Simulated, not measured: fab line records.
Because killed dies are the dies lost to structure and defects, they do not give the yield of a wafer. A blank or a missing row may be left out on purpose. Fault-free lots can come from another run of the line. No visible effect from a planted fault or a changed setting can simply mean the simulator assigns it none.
Which of the tools did it? || flow ritCmos || 21 wafers from 7 lots sampled at 2 of the route's 202 steps

## WHAT EACH GAUGE READ, for each wafer
RIT_NSD_TW_MEAS_10.
{"lot": "L219", "measured": "day 3 11:34", "on": "filmMetro-01", "NSD_TW": "3116 3112 3118"}
{"lot": "L222", "measured": "day 3 23:51", "on": "filmMetro-01", "NSD_TW": "3125 3143 3116"}
{"lot": "L225", "measured": "day 4 22:03", "on": "filmMetro-01", "NSD_TW": "3118 3120 3117"}
{"lot": "L227", "measured": "day 5 03:23", "on": "filmMetro-04", "NSD_TW": "3101 3088 3102"}
{"lot": "L230", "measured": "day 5 16:50", "on": "filmMetro-01", "NSD_TW": "3203 3222 3193"}
{"lot": "L235", "measured": "day 6 17:34", "on": "filmMetro-02", "NSD_TW": "3126 3113 3121"}
{"lot": "L241", "measured": "day 7 23:26", "on": "filmMetro-01", "NSD_TW": "3130 3105 3123"}

## WHICH TOOL RAN EACH LOT (tool, then ch and the chambers of the sampled wafers, then the start)
{"lot": "L219", "RIT_NSD_IMPLANT_08": "implanter-02 ch 0, day 3 11:15"}
{"lot": "L222", "RIT_NSD_IMPLANT_08": "implanter-03 ch 0, day 3 23:31"}
{"lot": "L225", "RIT_NSD_IMPLANT_08": "implanter-03 ch 0, day 4 21:43"}
{"lot": "L227", "RIT_NSD_IMPLANT_08": "implanter-01 ch 0, day 5 03:03"}
{"lot": "L230", "RIT_NSD_IMPLANT_08": "implanter-01 ch 0, day 5 16:31"}
{"lot": "L235", "RIT_NSD_IMPLANT_08": "implanter-03 ch 0, day 6 17:17"}
{"lot": "L241", "RIT_NSD_IMPLANT_08": "implanter-03 ch 0, day 7 23:07"}
- RIT_NSD_IMPLANT_08

## THE ANSWER, worked out from the rows above alone
Rule: usual is defined by the lots themselves. Put in order of their means at a reading, lots are off if they are a third of the lots or fewer, leave a main group of 4 or more, and stand apart from it by a gap of 3 or more times the standard deviation of the main group's means; of several such gaps the widest counts. A main group whose means are all the same, to the digits that the tables above print for the reading, isn't used. A lot without any number at a reading at which 4 lots or more have one is off too. The other lots that the step has rows for count as sound.
Off: L230, at RIT_NSD_TW_MEAS_10 (NSD_TW). Mean 3116 and standard deviation 9.5 in the main group.
If a tool, at a process step before that reading, ran all the lots that are off and no sound lot after the first of them, it fits. Those tools and the gauges at RIT_NSD_TW_MEAS_10 are tried in the same way. One fits: implanter-01 at RIT_NSD_IMPLANT_08. A fault onset in the window from L227 (day 5 03:03, its last sound lot) to L230 (day 5 16:31, its first lot off) fits.

## WHAT THE SIMULATOR HAD INSERTED
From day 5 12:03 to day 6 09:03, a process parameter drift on implanter-01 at RIT_NSD_IMPLANT_08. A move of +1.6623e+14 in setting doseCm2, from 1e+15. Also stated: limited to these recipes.
Lots struck among those shown: L230. Same finding as the rule above.
